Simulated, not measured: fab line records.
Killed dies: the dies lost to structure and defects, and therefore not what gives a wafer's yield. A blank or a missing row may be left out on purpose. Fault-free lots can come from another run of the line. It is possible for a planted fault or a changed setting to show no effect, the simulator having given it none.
Split-lot experiment | flow berkeley cmos170 | route with 331 steps; 5 lots, 23 wafers read

## THE SPLIT ITSELF
At UCB170_ACTIVE_OXIDATION_02 (target thk 26.4 nm, ox time 1260 s), the setting temp c was moved away from the recipe's 1000 C on 15 of the 23 wafers read, by -2.8% to +2.1%. For the rest of the wafers, this setting stayed at what the recipe calls for.

No step appears in the file between the split and the reading.

## THE READING
ACTIVE_OXIDE_THK in nanometres, read at UCB170_ACTIVE_THK_MEAS_03. Fault-free wafers of this fab line usually give 26.6 nm, standard deviation 0.52 nm.

wafer  | tool, chamber at the split | temp c as run, C | against the recipe | ACTIVE_OXIDE_THK, nm | against lot-mates on the recipe
L074.1 | -, -                       | 971.5            | -2.8%              | 20.0                 | no lot-mate on the recipe
L074.2 | -, -                       | 971.5            | -2.8%              | 20.4                 | no lot-mate on the recipe
L074.4 | -, -                       | 971.5            | -2.8%              | 20.3                 | no lot-mate on the recipe
L074.5 | -, -                       | 971.5            | -2.8%              | 20.7                 | no lot-mate on the recipe
L074.6 | -, -                       | 971.5            | -2.8%              | 20.1                 | no lot-mate on the recipe
L075.1 | -, -                       | 1021             | +2.1%              | 31.1                 | no lot-mate on the recipe
L075.2 | -, -                       | 1021             | +2.1%              | 31.0                 | no lot-mate on the recipe
L075.3 | -, -                       | 1021             | +2.1%              | 31.1                 | no lot-mate on the recipe
L075.4 | -, -                       | 1021             | +2.1%              | 31.3                 | no lot-mate on the recipe
L075.6 | -, -                       | 1021             | +2.1%              | 31.7                 | no lot-mate on the recipe
L079.1 | -, -                       | 1000             | recipe             | 26.9                 | -
L079.2 | -, -                       | 1000             | recipe             | 27.3                 | -
L079.3 | -, -                       | 1000             | recipe             | 26.6                 | -
L079.5 | -, -                       | 1000             | recipe             | 27.0                 | -
L079.6 | -, -                       | 1000             | recipe             | 26.6                 | -
L081.1 | -, -                       | 1009             | +0.9%              | 29.3                 | no lot-mate on the recipe
L081.2 | -, -                       | 1009             | +0.9%              | 29.1                 | no lot-mate on the recipe
L081.4 | -, -                       | 1009             | +0.9%              | 29.1                 | no lot-mate on the recipe
L081.5 | -, -                       | 1009             | +0.9%              | 29.2                 | no lot-mate on the recipe
L081.6 | -, -                       | 1009             | +0.9%              | 29.1                 | no lot-mate on the recipe
L085.1 | furnace-02, 0              | 1000             | recipe             | 26.3                 | -
L085.3 | furnace-02, 0              | 1000             | recipe             | 26.2                 | -
L085.6 | furnace-02, 0              | 1000             | recipe             | 26.9                 | -

FIT RESULTS
A straight line over all 23 wafers: ACTIVE_OXIDE_THK changes by +2.25 nm for each +1% of temp c; r = +1.00; the points scatter about the line by 0.35 nm.
Too few moved wafers with a lot-mate on the recipe to fit a line net of each lot's own level.

## THE WHOLE CHAIN: every reading that the file lists as answering this split, in the file's order
step                       | what it does                                                               | reading                                                                             | change (the file's fit)              | r (the file's)
UCB170_ACTIVE_OXIDATION_02 | target thk 26.4 nm, ox time 1260 s                                         | SiO2_of_ACTIVE_OXIDATION_02.thk nm (the simulator's own value, which no gauge read) | +2.25 nm for each +1% of the setting | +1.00
UCB170_ACTIVE_THK_MEAS_03  |                                                                            | ACTIVE_OXIDE_THK                                                                    | +2.25 for each +1% of the setting    | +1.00
UCB170_ACTIVE_ETCH_15      | etches Si3N4 in CH3F/Ar/O2, stops on SiO2, target depth 242 nm, time 151 s | SiO2_of_ACTIVE_OXIDATION_02.thk nm (the simulator's own value, which no gauge read) | +2.28 nm for each +1% of the setting | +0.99

## THE FILE'S OWN FIT
ACTIVE_OXIDE_THK changes by +2.25 nm for each +1% of temp c, r = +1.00.
